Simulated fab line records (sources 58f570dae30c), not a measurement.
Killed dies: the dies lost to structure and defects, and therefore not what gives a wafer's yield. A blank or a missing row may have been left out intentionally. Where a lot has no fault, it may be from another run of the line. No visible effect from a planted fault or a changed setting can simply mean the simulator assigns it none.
Problem report in the 8D (eight disciplines) form, filled by code -- flow berkeley cmos170 -- the parts of the form that need people (team, actions taken, sign-off) are left out

1. WHAT WENT WRONG
Mean of dose ions cm2 at UCB170_NVT_IMPLANT_07: 3e+12 across 9 wafers in 3 lots; on wafers with no fault it is 3e+12 (standard deviation 3.8e+09). That is -40 standard deviations from the usual mean.
Seen first at day 10 04:46 on implanter-04, wafer L461.2. Wafers with a number at this step in the record: 45, from 15 lots. By rule, "out" or "out of limits" means more than 4 standard deviations away from the usual mean. The other wafers with a number count as sound.

2. WHAT IT IS, AND WHAT IT ISN'T
question,is,is not
which readings at this step,dose ions cm2,-
which lots,"L461, L463, L465","L445, L446, L448, L449, L451, L453, L454, L455, L459, L466, L467, L468"
which wafers of those lots,all that have a number,-
read on which tools,implanter-04,"implanter-01, implanter-02"
when,from day 10 04:46,"up to then (27 sound wafers); but 9 sound wafers of L466, L467, L468 came after"

3. SUSPECTS, AND WHAT RULES EACH OUT
Counting: any tool at a process step up to the reading is kept as a suspect provided that every lot that is out went through it and no sound lot did after the first of them.
- implanter-04 at UCB170_NVT_IMPLANT_07: kept. Every lot that is out went through it, starting with L461 (day 10 04:46), and after that it ran no sound lot; the last sound lot it ran before then is L459 (day 9 19:16). Out on those wafers are its own readings of dose ions cm2.
Left after counting: implanter-04 at UCB170_NVT_IMPLANT_07.

4. THE CAUSE (what the simulator had put in)
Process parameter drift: implanter-04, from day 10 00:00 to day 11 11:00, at UCB170_NVT_IMPLANT_07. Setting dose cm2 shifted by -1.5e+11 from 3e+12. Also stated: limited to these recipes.
After counting, this tool was the only one left.

5. THE CHAIN OF EFFECTS, in route order
One row per reading whose mean, taken over the struck wafers that have a number, lies over 3 standard deviations from the usual. Readings are gone through only where the record gives a usual standard deviation; hours: the median, over the lots, of the time from a lot's start at the first step in this table giving one to that lot's start at this step; sigmas: the change measured in usual standard deviations.
hours,step,reading,usual,on struck wafers,change,sigmas
0,UCB170_NVT_IMPLANT_07,dose ions cm2,3e+12,3e+12,-2e+11,-40
0,UCB170_NVT_IMPLANT_07,faraday current uA,9.50,8.94,-0.56,-3.1
Here are the process steps it includes:
- UCB170_NVT_IMPLANT_07
Later steps that measure or inspect, where all struck wafers having a row at the step show a number for every such reading and not one has moved that far: UCB170_FIELD_THK_MEAS_91.

6. WHAT WOULD HAVE CAUGHT IT SOONER
The fault began at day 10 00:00; the first out-of-limits reading in this record came at day 10 04:46, 5 hours later.
